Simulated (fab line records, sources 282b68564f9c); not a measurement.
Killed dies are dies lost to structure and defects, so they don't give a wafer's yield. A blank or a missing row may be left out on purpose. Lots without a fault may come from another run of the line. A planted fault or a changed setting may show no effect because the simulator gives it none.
Which tool did it? | flow rit_cmos | 14 lots, 42 wafers sampled, at 2 steps of a route of 202

WHAT THE GAUGES READ, wafer by wafer
RIT_PWELL_TW_MEAS_10. Usual: PWELL_TW 946, standard deviation 8.9.
lot  | measured    | on            | PWELL_TW    | flag
L967 | day 2 02:02 | film_metro-03 | 932 940 942 |
L969 | day 2 10:16 | film_metro-04 | 946 941 944 |
L971 | day 2 18:29 | film_metro-01 | 962 962 961 |
L972 | day 3 02:54 | film_metro-03 | 935 934 938 |
L973 | day 3 05:59 | film_metro-03 | 932 929 934 |
L976 | day 3 19:56 | film_metro-01 | 946 953 953 |
L977 | day 4 00:55 | film_metro-01 | 958 961 957 |
L982 | day 5 03:04 | film_metro-04 | 948 948 954 |
L984 | day 5 11:19 | film_metro-04 | 30 30 30    | OFF
L985 | day 5 21:47 | film_metro-04 | 30 30 30    | OFF
L987 | day 6 02:39 | film_metro-01 | 944 948 950 |
L988 | day 6 08:17 | film_metro-04 | 939 936 942 |
L989 | day 6 12:53 | film_metro-04 | 942 949 944 |
L990 | day 6 17:50 | film_metro-03 | 941 939 942 |

WHICH TOOL RAN EACH LOT (tool, then ch and the chambers of the sampled wafers, then the start)
lot  | RIT_NWELL_STRIP_09
L967 | plasma_asher-03 ch 0,1, day 2 00:11
L969 | plasma_asher-02 ch 0,1, day 2 08:24
L971 | plasma_asher-03 ch 0,1, day 2 16:46
L972 | plasma_asher-02 ch 0,1, day 3 00:57
L973 | plasma_asher-03 ch 0,1, day 3 03:57
L976 | plasma_asher-02 ch 0,1, day 3 18:15
L977 | plasma_asher-02 ch 0,1, day 3 23:03
L982 | plasma_asher-01 ch 0,1, day 5 01:20
L984 | plasma_asher-02 ch 0,1, day 5 09:38
L985 | plasma_asher-02 ch 0,1, day 5 19:44
L987 | plasma_asher-03 ch 1, day 6 00:47
L988 | plasma_asher-02 ch 1, day 6 06:34
L989 | plasma_asher-01 ch 0,1, day 6 11:09
L990 | plasma_asher-02 ch 0,1, day 6 16:06
- RIT_NWELL_STRIP_09: strips in O2, time 180 s.

WHAT THE TOOLS THEMSELVES READ (means of the sampled wafers that have a number; where no wafer has one, the mark that the record gives instead)
RIT_NWELL_STRIP_09. Usual: chamber_pressure_mTorr 4000 mTorr, standard deviation 3.5; drypump_motor_current_A 5.4 A, standard deviation 0.38.
lot  | tool            | chamber_pressure_mTorr (mTorr) | drypump_motor_current_A (A) | flag
L967 | plasma_asher-03 | 4003                           | 5.1                         |
L969 | plasma_asher-02 | 4001                           | 5.6                         |
L971 | plasma_asher-03 | 4000                           | 5.4                         |
L972 | plasma_asher-02 | 4001                           | 5.6                         |
L973 | plasma_asher-03 | 3999                           | 5.1                         |
L976 | plasma_asher-02 | 4000                           | 5.6                         |
L977 | plasma_asher-02 | 3998                           | 5.4                         |
L982 | plasma_asher-01 | 4000                           | 5.5                         |
L984 | plasma_asher-02 | -                              | -                           | OFF
L985 | plasma_asher-02 | -                              | -                           | OFF
L987 | plasma_asher-03 | 3999                           | 5.7                         |
L988 | plasma_asher-02 | 4000                           | 5.7                         |
L989 | plasma_asher-01 | 4001                           | 5.2                         |
L990 | plasma_asher-02 | 4000                           | 5.4                         |

THE ANSWER, worked out from the rows above alone
Rule: a lot is off if the mean of its wafers that have a number lies more than 3 standard deviations from the usual mean. A lot without any number at a reading at which 4 lots or more have one is off too. The other lots that the step has rows for count as sound. The gauges are gone through in route order, then the tools' own readings, and for those a lot's mean is taken as printed above. The first step at which some lot is off is used, and at that step the reading that is off furthest; a lot without a number counts as furthest.
Off: L984, L985, at RIT_PWELL_TW_MEAS_10 (PWELL_TW).
A tool fits if, at a process step before that reading, it ran every lot that is off, and no sound lot after the first of them. The gauges at RIT_PWELL_TW_MEAS_10 aren't tried: what is off there is off at RIT_NWELL_STRIP_09 too, on other tools, and a gauge's error can't cause that. None of those tried fits.

WHAT THE SIMULATOR HAD PUT IN
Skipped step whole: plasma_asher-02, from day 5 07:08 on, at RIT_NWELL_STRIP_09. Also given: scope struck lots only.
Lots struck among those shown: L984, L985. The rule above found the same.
